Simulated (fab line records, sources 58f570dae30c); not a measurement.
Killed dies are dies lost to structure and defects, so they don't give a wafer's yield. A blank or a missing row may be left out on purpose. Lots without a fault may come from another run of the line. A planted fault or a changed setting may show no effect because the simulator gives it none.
A struck lot beside a sound one | flow berkeley_cmos170 | 15 steps out of a route of 331
Sound: wafers L746.3, L746.4, L746.6. Struck: wafers L760.1, L760.5, L760.6. The cause comes at the end.
At each step with rows: each side's tool, then ch and its chambers, then its first start. Under that, the readings that differ: sound wafers | struck wafers | difference of the means | sigmas: that difference in standard deviations of wafers without a fault.
alike: readings whose means differ by less than 2 such deviations, and words and numbers that are the same on both sides. not compared: withheld readings, readings that some wafer has no value for, bounds like >300 that may hide the same value, and numbers for which the record gives no deviation and whose values overlap.
The two part at a step that has a row with sigmas, a row that says differs or no value, or rows on one side only. Numbers that don't overlap but have no deviation are shown without sigmas and don't part them. A reading that every wafer of one side lacks parts them only if that side has two wafers or more.

first, 5 steps without rows for these wafers: UCB170_CONTACT_COAT_10 (resist thk 900 nm); UCB170_CONTACT_SOFTBAKE_11 (time 60 s); UCB170_CONTACT_EXPOSE_12 (exposes mask CONT, target cd 700 nm); UCB170_CONTACT_PEB_13; UCB170_CONTACT_DEVELOP_14 (develop time 45 s).
UCB170_CONTACT_CD_MEAS_15: target cd 700 nm.
  sound on cd_sem-02, day 8 04:41; struck on cd_sem-01, day 10 22:37
  alike: cd_nm
UCB170_CONTACT_OVL_MEAS_16:
  sound on overlay-01, day 8 04:46; struck on overlay-02, day 10 22:44
  reading          | sound  | struck    | difference | sigmas
  CONTACT_OVL (nm) | 4 12 1 | -3 -1 -17 | -13        | -2
UCB170_CONTACT_ETCH_17: etches BARC in N2/H2.
  sound on rie_diel-04 ch 0,1, day 8 04:48; struck on rie_diel-01 ch 0,1,2, day 10 22:46
  alike: chamber_pressure_mTorr, drypump_motor_current_A, h2_flow_sccm, oes_product_au, throttle_valve_pct
UCB170_CONTACT_ETCH_18: etches PSG in CHF3/CF4/Ar, stops on TiSi2, target depth 840 nm, time 195 s.
  sound on rie_diel-04 ch 0,1; struck on rie_diel-01 ch 0,1,2
  alike: chamber_pressure_mTorr, drypump_motor_current_A, oes_product_au, throttle_valve_pct
  not compared: rf_hours_counter_h
UCB170_CONTACT_STRIP_19: strips in O2.
  sound on plasma_asher-03 ch 0,1, day 8 05:00; struck on plasma_asher-03 ch 0,1, day 10 22:56
  alike: chamber_pressure_mTorr, drypump_motor_current_A, oes_product_au
  not compared: rf_hours_counter_h
UCB170_CONTACT_CD_MEAS_90: target cd 700 nm.
  sound on cd_sem-01, day 8 05:06; struck on cd_sem-01, day 10 23:02
  alike: cd_nm
then, 1 step without rows for these wafers: UCB170_CONTACT_CLEAN_20 (cleans in SPM, time 600 s).
UCB170_M1_SPUTTER_00: material Al, target thk 600 nm, time 80 s.
  sound on pvd_sputter-02, day 8 05:28; struck on pvd_sputter-03, day 10 23:30
  reading                               | sound             | struck          | difference | sigmas
  model.Al_of_M1_SPUTTER_00.thk_nm (nm) | 598.8 603.4 606.2 | 880.8 878 877.9 | +276.1     |
  alike: throttle_valve_pct
UCB170_M1_RS_MEAS_01: measures by four-point-probe.
  sound on film_metro-03, day 8 05:34; struck on film_metro-01, day 11 00:01
  reading           | sound                | struck               | difference | sigmas
  M1_AL_RS (ohm/sq) | 0.0487 0.0483 0.0481 | 0.0329 0.0330 0.0330 | -0.0154    | -38
  not compared: hold
UCB170_M3_PROBE_99:
  the record has rows for the sound wafers here (prober-01, day 9 03:38) and none for the struck ones

WHERE THEY PART
First at UCB170_CONTACT_OVL_MEAS_16; last, within this record, at UCB170_M3_PROBE_99.

WHY: what the simulator had put in
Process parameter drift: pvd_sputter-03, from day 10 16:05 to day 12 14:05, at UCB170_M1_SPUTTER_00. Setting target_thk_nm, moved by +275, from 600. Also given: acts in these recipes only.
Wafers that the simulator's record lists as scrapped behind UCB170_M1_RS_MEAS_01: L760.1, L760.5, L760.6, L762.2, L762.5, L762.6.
